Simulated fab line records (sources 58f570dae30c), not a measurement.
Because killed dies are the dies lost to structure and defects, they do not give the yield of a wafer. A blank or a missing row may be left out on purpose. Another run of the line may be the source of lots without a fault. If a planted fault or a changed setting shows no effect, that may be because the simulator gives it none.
Split-lot study || flow berkeley_cmos170 || 21 wafers read from 5 lots, route of 331 steps

== THE SPLIT ==
At UCB170_NWELL_PEB_10, the setting peb_temp_c was moved away from the recipe's 130 C on 10 of the 21 wafers read, by -2.8% to +2.2%. For the rest of the wafers, this setting stayed at what the recipe calls for.

== BETWEEN THE SPLIT AND THE READING: the file shows 1 step in between ==
- UCB170_NWELL_DEVELOP_11: develop time 45 s

== THE READING ==
NWELL.cd_nm (the simulator's own value, which no gauge read), in nm, at UCB170_NWELL_ETCH_13 (etches Si3N4 in CH3F/Ar/O2, stops on SiO2, target depth 246.4 nm, time 154 s). There is no usual value for it anywhere in the file. The 11 wafers here that ran the recipe average 3002 nm, standard deviation 1.3 nm.

{"wafer": "L075.3", "tool, chamber at the split": "litho_track-03, 0", "peb_temp_c as run, C": 130, "against the recipe": "recipe", "NWELL.cd_nm, nm": 3001, "against lot-mates on the recipe": "-"}
{"wafer": "L075.4", "tool, chamber at the split": "litho_track-03, 0", "peb_temp_c as run, C": 130, "against the recipe": "recipe", "NWELL.cd_nm, nm": 3002, "against lot-mates on the recipe": "-"}
{"wafer": "L075.5", "tool, chamber at the split": "litho_track-03, 0", "peb_temp_c as run, C": 130, "against the recipe": "recipe", "NWELL.cd_nm, nm": 3000, "against lot-mates on the recipe": "-"}
{"wafer": "L076.1", "tool, chamber at the split": "litho_track-02, 0", "peb_temp_c as run, C": 126.8, "against the recipe": "-2.5%", "NWELL.cd_nm, nm": 2978, "against lot-mates on the recipe": -26}
{"wafer": "L076.2", "tool, chamber at the split": "litho_track-02, 0", "peb_temp_c as run, C": 126.8, "against the recipe": "-2.5%", "NWELL.cd_nm, nm": 2977, "against lot-mates on the recipe": -26}
{"wafer": "L076.4", "tool, chamber at the split": "litho_track-02, 0", "peb_temp_c as run, C": 130, "against the recipe": "recipe", "NWELL.cd_nm, nm": 3003, "against lot-mates on the recipe": "-"}
{"wafer": "L076.5", "tool, chamber at the split": "litho_track-02, 0", "peb_temp_c as run, C": 126.8, "against the recipe": "-2.5%", "NWELL.cd_nm, nm": 2980, "against lot-mates on the recipe": -24}
{"wafer": "L076.6", "tool, chamber at the split": "litho_track-02, 0", "peb_temp_c as run, C": 130, "against the recipe": "recipe", "NWELL.cd_nm, nm": 3004, "against lot-mates on the recipe": "-"}
{"wafer": "L077.3", "tool, chamber at the split": "litho_track-03, 0", "peb_temp_c as run, C": 130, "against the recipe": "recipe", "NWELL.cd_nm, nm": 3003, "against lot-mates on the recipe": "-"}
{"wafer": "L077.5", "tool, chamber at the split": "litho_track-03, 0", "peb_temp_c as run, C": 128.4, "against the recipe": "-1.2%", "NWELL.cd_nm, nm": 2991, "against lot-mates on the recipe": -11}
{"wafer": "L077.6", "tool, chamber at the split": "litho_track-03, 0", "peb_temp_c as run, C": 130, "against the recipe": "recipe", "NWELL.cd_nm, nm": 3001, "against lot-mates on the recipe": "-"}
{"wafer": "L079.1", "tool, chamber at the split": "litho_track-02, 0", "peb_temp_c as run, C": 126.4, "against the recipe": "-2.8%", "NWELL.cd_nm, nm": 2973, "against lot-mates on the recipe": -28}
{"wafer": "L079.3", "tool, chamber at the split": "litho_track-02, 0", "peb_temp_c as run, C": 126.4, "against the recipe": "-2.8%", "NWELL.cd_nm, nm": 2973, "against lot-mates on the recipe": -28}
{"wafer": "L079.4", "tool, chamber at the split": "litho_track-02, 0", "peb_temp_c as run, C": 130, "against the recipe": "recipe", "NWELL.cd_nm, nm": 3001, "against lot-mates on the recipe": "-"}
{"wafer": "L079.5", "tool, chamber at the split": "litho_track-02, 0", "peb_temp_c as run, C": 130, "against the recipe": "recipe", "NWELL.cd_nm, nm": 3000, "against lot-mates on the recipe": "-"}
{"wafer": "L079.6", "tool, chamber at the split": "litho_track-02, 0", "peb_temp_c as run, C": 126.4, "against the recipe": "-2.8%", "NWELL.cd_nm, nm": 2971, "against lot-mates on the recipe": -30}
{"wafer": "L082.1", "tool, chamber at the split": "litho_track-01, 0", "peb_temp_c as run, C": 130, "against the recipe": "recipe", "NWELL.cd_nm, nm": 3003, "against lot-mates on the recipe": "-"}
{"wafer": "L082.3", "tool, chamber at the split": "litho_track-01, 0", "peb_temp_c as run, C": 130, "against the recipe": "recipe", "NWELL.cd_nm, nm": 3003, "against lot-mates on the recipe": "-"}
{"wafer": "L082.2", "tool, chamber at the split": "litho_track-01, 0", "peb_temp_c as run, C": 132.9, "against the recipe": "+2.2%", "NWELL.cd_nm, nm": 3021, "against lot-mates on the recipe": "+18"}
{"wafer": "L082.4", "tool, chamber at the split": "litho_track-01, 0", "peb_temp_c as run, C": 132.9, "against the recipe": "+2.2%", "NWELL.cd_nm, nm": 3019, "against lot-mates on the recipe": "+16"}
{"wafer": "L082.5", "tool, chamber at the split": "litho_track-01, 0", "peb_temp_c as run, C": 132.9, "against the recipe": "+2.2%", "NWELL.cd_nm, nm": 3020, "against lot-mates on the recipe": "+17"}

FIT RESULTS
A straight line over all 21 wafers: NWELL.cd_nm changes by +9.46 nm for each +1% of peb_temp_c; r = +0.99; the points scatter about the line by 2 nm.
The same after taking each lot's own level away (the mean of its wafers on the recipe; 21 wafers): +9.28 nm for each +1%; r = +0.99; scatter 1.8 nm.
The reading moves by 26 nm for the largest change in peb_temp_c, on that fit.
From 3000.5 to 3003.5 nm: that is the span of the lots' own levels, equal to 2.3 times the standard deviation above.
The two slopes are in agreement: the lot-to-lot level therefore moves the slope only a little.
Check: -26.8 nm against its lot-mates is what the line predicts for one of the wafers moved furthest among these (-2.8%) when that wafer is left out of the fit. Against them it came out at -27.5 nm.

== OTHER SPLITS APPLIED TO THESE WAFERS ==
Note: prior to the reading, these wafers also went through further splits. Each is held against what the fit with the lots' levels taken away leaves over:
{"other split on the same wafers": "UCB170_START_OXIDATION_02 ox_time_s", "wafers away from the commonest value": 13, "r with NWELL.cd_nm (lot level and that fit taken away)": -0.01}

== FILE'S OWN FIT ==
NWELL.cd_nm changes by +9.46 nm for each +1% of peb_temp_c, r = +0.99.
